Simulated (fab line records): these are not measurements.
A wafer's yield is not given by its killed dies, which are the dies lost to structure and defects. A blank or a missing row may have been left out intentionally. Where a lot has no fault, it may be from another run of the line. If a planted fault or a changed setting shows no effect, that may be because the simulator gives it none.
Matching of chambers / flow berkeleyCmos170 / cmp-02 running UCB170_V2_CMP_02: 4 sister chambers
The step polishes SiO2. 18 wafers are shown with their chamber, then 9 later ones without.

## EACH WAFER AND ITS CHAMBER
wafer=L657.1; chamber=2; motorCurrentA (A)=13.3
wafer=L657.5; chamber=1; motorCurrentA (A)=14.8
wafer=L657.6; chamber=2; motorCurrentA (A)=14.2
wafer=L659.1; chamber=1; motorCurrentA (A)=14.9
wafer=L659.5; chamber=3; motorCurrentA (A)=17.1
wafer=L659.6; chamber=2; motorCurrentA (A)=14.1
wafer=L662.4; chamber=2; motorCurrentA (A)=13.5
wafer=L662.5; chamber=2; motorCurrentA (A)=13.5
wafer=L662.6; chamber=1; motorCurrentA (A)=15.5
wafer=L667.2; chamber=1; motorCurrentA (A)=16.0
wafer=L667.3; chamber=0; motorCurrentA (A)=15.8
wafer=L667.5; chamber=1; motorCurrentA (A)=15.5
wafer=L666.1; chamber=0; motorCurrentA (A)=16.4
wafer=L666.3; chamber=2; motorCurrentA (A)=13.6
wafer=L666.5; chamber=2; motorCurrentA (A)=14.1
wafer=L670.2; chamber=0; motorCurrentA (A)=15.6
wafer=L670.3; chamber=2; motorCurrentA (A)=14.7
wafer=L670.6; chamber=1; motorCurrentA (A)=15.1

SIGNATURES (averages over the wafers above)
reading=motorCurrentA; chamber 0=15.933; chamber 1=15.300; chamber 2=13.875; chamber 3=17.100; scatter within a chamber=0.458
Rule: a wafer lies at a distance from a chamber equal to the root of the sum of squares, over the readings, of (its reading less the chamber's mean, divided by the reading's scatter). The wafer belongs to the nearest chamber; if the next one is less than 2 further off, it can't be placed. The scatter: take each reading less its chamber's mean, square it, sum over the shown wafers, divide by the number of wafers less the number of chambers, and take the root.

## WAFERS MISSING THEIR CHAMBER
wafer=L675.1; motorCurrentA (A)=13.9
wafer=L675.4; motorCurrentA (A)=15.0
wafer=L675.5; motorCurrentA (A)=16.2
wafer=L676.2; motorCurrentA (A)=15.0
wafer=L676.4; motorCurrentA (A)=17.0
wafer=L676.5; motorCurrentA (A)=15.9
wafer=L678.1; motorCurrentA (A)=15.9
wafer=L678.3; motorCurrentA (A)=16.8
wafer=L678.5; motorCurrentA (A)=14.1

## WHICH CHAMBER EACH WENT THROUGH
wafer=L675.1; from the rows above=2; in truth=2
wafer=L675.4; from the rows above=can't be placed: 1 or 0 or 2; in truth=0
wafer=L675.5; from the rows above=can't be placed: 0 or 1 or 3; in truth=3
wafer=L676.2; from the rows above=can't be placed: 1 or 0 or 2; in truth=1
wafer=L676.4; from the rows above=3; in truth=3
wafer=L676.5; from the rows above=can't be placed: 0 or 1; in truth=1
wafer=L678.1; from the rows above=can't be placed: 0 or 1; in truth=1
wafer=L678.3; from the rows above=can't be placed: 3 or 0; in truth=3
wafer=L678.5; from the rows above=2; in truth=2
Correct placement for 3 of the 9. These rows do not allow placing 6 (true chamber among the candidates in 6). 0 placed wrongly.
